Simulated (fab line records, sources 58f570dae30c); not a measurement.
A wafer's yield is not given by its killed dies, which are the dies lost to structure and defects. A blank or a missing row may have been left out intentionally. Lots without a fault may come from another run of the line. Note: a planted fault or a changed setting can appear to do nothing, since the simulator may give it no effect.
8D (eight disciplines) problem report, filled in by code | flow berkeley-cmos170 | the parts of the form that need people (team, actions taken, sign-off) are left out

1. WHAT WENT WRONG
Wafers free of any fault read 1000.1 nm (standard deviation 1.1) for V2_POLISHED_THK at UCB170_V2_THK_MEAS_04, against a mean of 750.3 nm on 9 wafers of 3 lots. So: -99 or more standard deviations from the usual mean.
First seen on wafer L469.2, day 9 12:46, on film-metro-01. At this step, 45 wafers from 15 lots have a number in the record. Rule for "out", or "out of limits": more than 4 standard deviations from the usual mean. All remaining wafers that have a number are taken as sound.

2. WHAT THIS IS AND IS NOT
question                    | is                           | is not
which readings at this step | V2_POLISHED_THK              | -
which lots                  | L468, L469, L470             | L463, L464, L465, L466, L467, L480, L481, L482, L483, L484, L485, L486
which wafers of those lots  | all that have a number       | -
read on which gauges        | film-metro-01, film-metro-03 | film-metro-04
when                        | from day 9 12:46             | up to then (15 sound wafers); but 21 sound wafers of L480, L481, L482, L483, L484, L485, L486 came after

3. SUSPECTS, AND WHAT RULES EACH OUT
Counting: a tool stays on the suspect list if, at a process step up to the reading, it processed all lots that are out and no sound lot following the first of them.
- the gauge at UCB170_V2_THK_MEAS_04 has been ruled out. The wafers that are out were read on 2 gauges (film-metro-01, film-metro-03).
- cmp-01 at UCB170_V2_CMP_02 (polishes SiO2): ruled out as a lasting fault. The sound lots L483, L485, L486 went through it after L469, its earliest lot that is out (day 9 12:23).
Left after counting: nothing in the record.

4. THE CAUSE (what the simulator had put in)
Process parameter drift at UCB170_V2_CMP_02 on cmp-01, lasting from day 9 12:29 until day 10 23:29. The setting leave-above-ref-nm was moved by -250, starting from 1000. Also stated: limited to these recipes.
The count ruled it out by mistake, since the rule takes a fault to strike every lot its tool runs from the start of the fault on, and this one did not do so.

5. THE CHAIN OF EFFECTS, in route order
Each row: a reading whose mean over the struck wafers that have a number lies more than 3 standard deviations from the usual. Scope: only readings with a usual standard deviation given in the record; hours: median across lots of the time from each lot's start at the first step in this table that gives one to its start at this step; sigmas: change in usual standard deviations.
hours | step                  | reading         | usual      | on struck wafers | change | sigmas
0     | UCB170_V2_THK_MEAS_04 | V2_POLISHED_THK | 1000.1 nm  | 750.3            | -249.8 | -99 or more
2     | UCB170_V2_ETCH_14     | oes-product-au  | 0.872 a.u. | 0.745            | -0.127 | -9.1
Its process steps:
- UCB170_V2_ETCH_14: etches SiO2 in CHF3/CF4/Ar, stops on Al, target depth 1250 nm, time 291 s.
Later measuring or inspecting steps at which every struck wafer that the step has a row for has a number for every such reading, and none has moved that far: UCB170_V2_CD_MEAS_90, UCB170_M3_THK_MEAS_03.

6. HOW IT WOULD HAVE BEEN CAUGHT EARLIER
In this record the first reading out of limits at a measuring or inspecting step was taken at day 9 12:46, 0 hours after the fault began at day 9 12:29.
Of the tool readings at UCB170_V2_CMP_02 for which the record gives a usual standard deviation, none was out on any struck wafer, so an alarm limit of 4 standard deviations on them would not have fired.
